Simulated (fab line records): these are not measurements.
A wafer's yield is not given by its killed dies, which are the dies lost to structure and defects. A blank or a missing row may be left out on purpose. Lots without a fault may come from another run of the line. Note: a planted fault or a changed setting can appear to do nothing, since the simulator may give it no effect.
What tool caused it?    flow rit_cmos    14 lots, 42 wafers sampled, at 1 step of a route of 202

WHAT THE GAUGES SHOWED, per wafer
No reading from a measuring or inspecting step in the record can be judged against a usual standard deviation.

TOOL THAT RAN EACH LOT (tool first, then ch and the chambers of the sampled wafers, then the start)
lot   RIT_PRETRO_PEB_04
L919  litho_track-01 ch 0, day 2 13:01
L921  litho_track-03 ch 0, day 3 04:10
L922  litho_track-04 ch 0, day 3 06:35
L924  litho_track-03 ch 0, day 3 18:50
L926  litho_track-04 ch 0, day 4 00:50
L929  litho_track-04, day 4 15:16
L930  litho_track-01, day 4 23:35
L931  litho_track-01 ch 0, day 5 04:11
L935  litho_track-04 ch 0, day 6 01:51
L936  litho_track-01 ch 0, day 6 08:19
L937  litho_track-01 ch 0, day 6 16:16
L938  litho_track-03 ch 0, day 6 22:13
L939  litho_track-01 ch 0, day 7 03:20
L940  litho_track-01 ch 0, day 7 09:43
- RIT_PRETRO_PEB_04

AS READ BY THE TOOLS THEMSELVES (means over the sampled wafers that have a number; for cases with no such wafer, the mark the record gives instead)
RIT_PRETRO_PEB_04.
lot   tool            exhaust_pa (Pa)
L919  litho_track-01  44.7
L921  litho_track-03  45.2
L922  litho_track-04  45.2
L924  litho_track-03  45.7
L926  litho_track-04  46.1
L929  litho_track-04  -
L930  litho_track-01  -
L931  litho_track-01  45.5
L935  litho_track-04  44.3
L936  litho_track-01  44.0
L937  litho_track-01  44.0
L938  litho_track-03  45.5
L939  litho_track-01  45.3
L940  litho_track-01  45.9

THE ANSWER, worked out from the rows above alone
Rule: what is usual is taken from the lots themselves. The widest of any qualifying gaps counts: lots, ordered by their means at a reading, are off when they make up no more than a third of the lots, leave a main group of 4 or more, and stand apart from it by 3 or more times the standard deviation of that group's means. Not used: any main group whose means are identical at the precision the tables above print for the reading. Also off: a lot with no number at a reading for which 4 or more lots have one. The other lots that the step has rows for count as sound. First the gauges in route order, then the tools' own readings, where a lot's mean is used as printed above. The first step at which some lot is off is used, and at that step the reading that is off furthest; a lot without a number counts as furthest.
Off: L929, L930, at RIT_PRETRO_PEB_04 (exhaust_pa). Without a number there: L929, L930. For the main group the mean is 45.1 Pa and the standard deviation 0.68.
If a tool, at that step or one of the process steps before it, ran each lot that is off and ran no sound lot following the first of them, it fits. Of those tried, none fits.

WHAT WAS PUT IN BY THE SIMULATOR
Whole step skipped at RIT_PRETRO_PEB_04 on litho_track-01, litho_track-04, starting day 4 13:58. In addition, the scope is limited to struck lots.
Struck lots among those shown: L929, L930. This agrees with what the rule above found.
